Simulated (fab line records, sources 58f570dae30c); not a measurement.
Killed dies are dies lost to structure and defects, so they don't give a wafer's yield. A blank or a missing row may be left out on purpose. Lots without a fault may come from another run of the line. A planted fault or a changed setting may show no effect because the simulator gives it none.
Which tool did it? | flow berkeley_cmos170 | 14 lots, 42 wafers sampled, at 2 steps of a route of 331

WHAT THE GAUGES READ, wafer by wafer
The record holds no reading of a measuring or inspecting step that can be judged against a usual standard deviation.

WHICH TOOL RAN EACH LOT (tool, then ch and the chambers of the sampled wafers, then the start)
lot  | UCB170_BACKSIDE_COAT_01           | UCB170_BACKSIDE_STRIP_03
L312 | litho_track-03 ch 0, day 8 13:57  | plasma_asher-03 ch 0,1, day 8 14:14
L313 | litho_track-04 ch 0, day 8 13:58  | plasma_asher-01 ch 0,1, day 8 14:16
L315 | litho_track-04 ch 0, day 8 23:53  | plasma_asher-03 ch 1, day 9 00:15
L317 | litho_track-04 ch 0, day 9 00:21  | plasma_asher-04 ch 0,1, day 9 00:38
L316 | litho_track-01 ch 0, day 9 00:35  | plasma_asher-01 ch 0,1, day 9 00:53
L318 | litho_track-03 ch 0, day 9 11:35  | plasma_asher-03 ch 0,1, day 9 11:52
L323 | litho_track-03 ch 0, day 10 16:47 | plasma_asher-01 ch 0,1, day 10 17:05
L327 | litho_track-03 ch 0, day 10 17:14 | plasma_asher-01 ch 0,1, day 10 17:32
L324 | litho_track-01 ch 0, day 10 17:17 | plasma_asher-04 ch 0,1, day 10 17:35
L329 | litho_track-04 ch 0, day 11 19:11 | plasma_asher-03 ch 0,1, day 11 19:29
L331 | litho_track-01 ch 0, day 12 07:24 | plasma_asher-01 ch 0,1, day 12 07:42
L334 | litho_track-01 ch 0, day 12 19:50 | plasma_asher-01 ch 0,1, day 12 20:05
L333 | litho_track-01 ch 0, day 12 20:56 | plasma_asher-01 ch 0,1, day 12 21:14
L335 | litho_track-01 ch 0, day 13 08:34 | plasma_asher-03 ch 0,1, day 13 08:50
- UCB170_BACKSIDE_COAT_01: resist thk 890.5 nm.
- UCB170_BACKSIDE_STRIP_03: strips in O2.

WHAT THE TOOLS THEMSELVES READ (means of the sampled wafers that have a number; where no wafer has one, the mark that the record gives instead)
UCB170_BACKSIDE_COAT_01.
lot  | tool           | dispense_pressure_kPa (kPa) | spin_speed_rpm (rpm)
L312 | litho_track-03 | 45.3                        | 1499.1
L313 | litho_track-04 | 48.4                        | 1500.5
L315 | litho_track-04 | 48.4                        | 1499.7
L317 | litho_track-04 | 48.4                        | 1500.1
L316 | litho_track-01 | 49.2                        | 1500.5
L318 | litho_track-03 | 45.3                        | 1500.3
L323 | litho_track-03 | 45.3                        | 1219.0
L327 | litho_track-03 | 45.3                        | 1220.0
L324 | litho_track-01 | 49.2                        | 1500.8
L329 | litho_track-04 | 48.4                        | 1499.7
L331 | litho_track-01 | 49.2                        | 1500.2
L334 | litho_track-01 | 49.3                        | 1500.2
L333 | litho_track-01 | 49.3                        | 1501.3
L335 | litho_track-01 | 49.3                        | 1499.9

UCB170_BACKSIDE_STRIP_03.
lot  | tool            | drypump_motor_current_A (A) | o2_flow_sccm (sccm) | oes_product_au (a.u.) | strip_time_to_endpoint_s (s)
L312 | plasma_asher-03 | 5.63                        | 400.4               | 0.733                 | 21.76
L313 | plasma_asher-01 | 5.84                        | 400.1               | 0.734                 | 21.66
L315 | plasma_asher-03 | 5.56                        | 401.0               | 0.736                 | 21.71
L317 | plasma_asher-04 | 6.04                        | 400.7               | 0.739                 | 21.71
L316 | plasma_asher-01 | 5.81                        | 399.9               | 0.737                 | 21.84
L318 | plasma_asher-03 | 5.64                        | 398.9               | 0.732                 | 21.66
L323 | plasma_asher-01 | 5.67                        | 400.4               | 0.734                 | 24.09
L327 | plasma_asher-01 | 5.68                        | 399.0               | 0.733                 | 24.01
L324 | plasma_asher-04 | 6.18                        | 401.3               | 0.735                 | 21.85
L329 | plasma_asher-03 | 5.62                        | 399.7               | 0.738                 | 21.84
L331 | plasma_asher-01 | 5.68                        | 398.7               | 0.732                 | 21.83
L334 | plasma_asher-01 | 5.83                        | 399.6               | 0.736                 | 21.77
L333 | plasma_asher-01 | 5.68                        | 400.7               | 0.732                 | 21.85
L335 | plasma_asher-03 | 5.74                        | 400.3               | 0.734                 | 21.79

THE ANSWER, worked out from the rows above alone
Rule: what is usual is taken from the lots themselves. Put in order of their means at a reading, lots are off if they are a third of the lots or fewer, leave a main group of 4 or more, and stand apart from it by a gap of 3 or more times the standard deviation of the main group's means; of several such gaps the widest counts. A main group whose means are all the same, to the digits that the tables above print for the reading, isn't used. A lot without any number at a reading at which 4 lots or more have one is off too. The other lots that the step has rows for count as sound. The gauges are gone through in route order, then the tools' own readings, and for those a lot's mean is taken as printed above. The first step at which some lot is off is used, and at that step the reading that is off furthest; a lot without a number counts as furthest.
Off: L323, L327, at UCB170_BACKSIDE_COAT_01 (spin_speed_rpm). The main group: mean 1500.2 rpm, standard deviation 0.55.
A tool fits if, at that step or a process step before it, it ran every lot that is off, and no sound lot after the first of them. One fits: litho_track-03 at UCB170_BACKSIDE_COAT_01. Its last sound lot is L318 (day 9 11:35), its first lot that is off L323 (day 10 16:47): a fault that began between those two fits.
The tool's own readings at UCB170_BACKSIDE_COAT_01 bear it out: on the lots that are off they differ by more than 5 times the standard deviation of the sound lots' means. spin_speed_rpm reads 1219.5 rpm there against 1500.2 rpm on the sound lots.

WHAT THE SIMULATOR HAD PUT IN
Process parameter drift: litho_track-03, from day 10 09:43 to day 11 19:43, at UCB170_BACKSIDE_COAT_01. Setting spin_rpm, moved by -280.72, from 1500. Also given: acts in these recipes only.
Lots struck among those shown: L323, L327. The rule above found the same.
